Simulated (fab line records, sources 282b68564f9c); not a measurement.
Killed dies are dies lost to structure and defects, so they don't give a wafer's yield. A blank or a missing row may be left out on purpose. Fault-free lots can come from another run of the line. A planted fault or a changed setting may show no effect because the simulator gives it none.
2 desks, one fault || flow rit cmos || numbers are kept per desk, each desk with only its own; the story behind them comes last

== FOR THE TOOL OWNER'S DESK: lpcvd-01 ==
The tool's own readings at RIT_GATE_CVD_08 (deposits poly-Si from SiH4, target thk 250 nm, time 2220 s): means of the sampled wafers that have a number, for each lot that ran on this tool. A lot is out of limits, marked OUT, if its mean lies more than 4 standard deviations from the usual mean; the brackets give that distance.
Columns: A = spike tc centre C at RIT_GATE_CVD_08, usual 612.6 C; B = spike tc load C at RIT_GATE_CVD_08, usual 632.5 C; C = spike tc source C at RIT_GATE_CVD_08, usual 628.4 C; D = susceptor temp C at RIT_GATE_CVD_08, usual 610.0 C; E = zone power centre pct at RIT_GATE_CVD_08, usual 26.7 %; F = zone power source pct at RIT_GATE_CVD_08, usual 10.3 %
{"lot": "L612", "first seen here": "day 2 14:30", "A": 610.3, "B": 630.5, "C": 631.1, "D": 610.0, "E": 26.0, "F": 9.2}
{"lot": "L613", "first seen here": "day 2 17:25", "A": 613.0, "B": 630.4, "C": 628.0, "D": 609.8, "E": 26.2, "F": 10.0}
{"lot": "L616", "first seen here": "day 3 15:28", "A": 610.1, "B": 630.8, "C": 631.2, "D": 610.1, "E": 25.9, "F": 9.1}
{"lot": "L617", "first seen here": "day 3 19:40", "A": 613.7, "B": 631.6, "C": 629.4, "D": 609.8, "E": 26.2, "F": 10.1}
{"lot": "L627", "first seen here": "day 5 17:36", "A": "521.6 (-83) OUT", "B": "537.9 (-43) OUT", "C": "540.2 (-44) OUT", "D": "520.0 (-99 or more) OUT", "E": "21.7 (-8.6) OUT", "F": "6.8 (-4.4) OUT"}
Finding of this desk: L627 out of limits; the first was L627 at day 5 17:36, on spike tc centre C at RIT_GATE_CVD_08. Within limits: L612, L613, L616, L617.

== METROLOGY DESK ==
Means of the sampled wafers that have a number, per lot and without regard to the tool the lot ran on: this is what the gauges read. A lot is out of limits, marked OUT, if its mean lies more than 4 standard deviations from the usual mean; the brackets give that distance.
Columns: A = cd nm at RIT_ACTIVE_CD_MEAS_11, usual 1399.4 nm; B = GATE_POLY_THK at RIT_GATE_THK_MEAS_09, usual 252.6 nm
{"lot": "L612", "first seen here": "day 1 15:58", "A": 1402.7, "B": 248.7}
{"lot": "L613", "first seen here": "day 1 19:34", "A": 1400.9, "B": 249.4}
{"lot": "L614", "first seen here": "day 2 01:38", "A": 1401.5, "B": 254.1}
{"lot": "L616", "first seen here": "day 2 12:48", "A": 1397.5, "B": 251.1}
{"lot": "L617", "first seen here": "day 2 17:09", "A": 1399.4, "B": 251.0}
{"lot": "L618", "first seen here": "day 2 21:09", "A": 1403.6, "B": 255.4}
{"lot": "L622", "first seen here": "day 3 17:35", "A": 1403.6, "B": 254.8}
{"lot": "L624", "first seen here": "day 4 04:05", "A": 1399.4, "B": 251.7}
{"lot": "L627", "first seen here": "day 4 19:10", "A": 1401.1, "B": "23.3 (-92) OUT"}
{"lot": "L631", "first seen here": "day 5 14:49", "A": 1397.0, "B": 255.3}
{"lot": "L632", "first seen here": "day 5 18:52", "A": 1399.6, "B": 253.6}
{"lot": "L633", "first seen here": "day 6 00:16", "A": 1399.4, "B": 255.9}
{"lot": "L635", "first seen here": "day 6 10:28", "A": 1400.0, "B": 248.8}
This desk reports L627 out of limits; the earliest was L627 at day 5 19:14 (GATE_POLY_THK at RIT_GATE_THK_MEAS_09). Within limits: L612, L613, L614, L616, L617, L618, L622, L624, L631, L632, L633, L635.

== ALL TOGETHER ==
At day 5 17:36, on L627, the tool owner's desk was in a position to raise an alarm.
On L627, the metrology desk was in a position to raise an alarm at day 5 19:14.
The lots listed all ran RIT_GATE_CVD_08 on lpcvd-01.

== WHAT THE SIMULATOR HAD INSERTED ==
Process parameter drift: lpcvd-01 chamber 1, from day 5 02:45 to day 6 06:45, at RIT_GATE_CVD_08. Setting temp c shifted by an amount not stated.
Struck lots among those shown: L627.
Counting hours from when the fault started, the first reading out of limits came at 15 for the tool owner's desk and at 16 for the metrology desk.
